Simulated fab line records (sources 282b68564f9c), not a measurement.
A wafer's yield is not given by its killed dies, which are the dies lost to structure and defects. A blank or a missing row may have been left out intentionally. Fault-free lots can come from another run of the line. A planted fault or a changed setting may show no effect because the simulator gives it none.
Code-filled problem report in 8D (eight disciplines) form | flow rit_cmos | the parts of the form that need people (team, actions taken, sign-off) are left out

## 1. PROBLEM STATEMENT
heater_power_total_W at RIT_PSD_SOFTBAKE_02 reads a mean of 38.76 W on 12 wafers of 4 lots; wafers without a fault read 34.57 W with a standard deviation of 0.048. That is +87 standard deviations from the usual mean.
The step: time 60 s.
First seen on wafer L497.3, day 4 16:51, on litho_track-02. At this step, 48 wafers from 16 lots have a number in the record. Rule for "out", or "out of limits": more than 4 standard deviations from the usual mean. Any other wafer with a number is counted as sound.

## 2. WHAT THIS IS AND IS NOT
question                    | is                                 | is not
which readings at this step | heater_power_total_W, plate_temp_C | -
which lots                  | L497, L498, L499, L500             | L489, L490, L491, L492, L494, L495, L496, L502, L503, L510, L511, L512
which wafers of those lots  | all that have a number             | -
read on which tools         | litho_track-02                     | litho_track-03, litho_track-04
when                        | from day 4 16:51                   | up to then (21 sound wafers); but 15 sound wafers of L502, L503, L510, L511, L512 came after

## 3. SUSPECTS, AND WHAT RULES EACH OUT
Counting: a tool stays on the suspect list if, at a process step up to the reading, it processed all lots that are out and no sound lot following the first of them.
- litho_track-02 at RIT_PSD_SOFTBAKE_02 (time 60 s): kept. All lots that are out passed through it, beginning with L497 at day 4 16:51, and no sound lot followed; its final sound lot before that point was L496 at day 4 15:01. Its own heater_power_total_W, plate_temp_C readings are out on those wafers.
Left after counting: litho_track-02 at RIT_PSD_SOFTBAKE_02.

## 4. THE CAUSE (what the simulator had put in)
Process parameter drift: litho_track-02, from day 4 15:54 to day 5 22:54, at RIT_PSD_SOFTBAKE_02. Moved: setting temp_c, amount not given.
Counting left only this tool.

## 5. THE EFFECT CHAIN, in route order
Rows list readings where the struck wafers' mean (over those with a number) sits beyond 3 standard deviations from the usual. Only readings for which the record gives a usual standard deviation are gone through. hours: the time from each lot's start at the first step in this table that gives one to its start at this step, as a median over the lots. sigmas: the change in usual standard deviations.
hours | step                | reading              | usual   | on struck wafers | change | sigmas
0     | RIT_PSD_SOFTBAKE_02 | heater_power_total_W | 34.57 W | 38.76            | +4.19  | +87
0     | RIT_PSD_SOFTBAKE_02 | plate_temp_C         | 89.99 C | 97.70            | +7.71  | +59
Its process steps:
- RIT_PSD_SOFTBAKE_02: time 60 s.

## 6. HOW IT WOULD HAVE BEEN CAUGHT EARLIER
In this record the first reading out of limits was taken at day 4 16:51, 1 hour after the fault began at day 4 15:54.
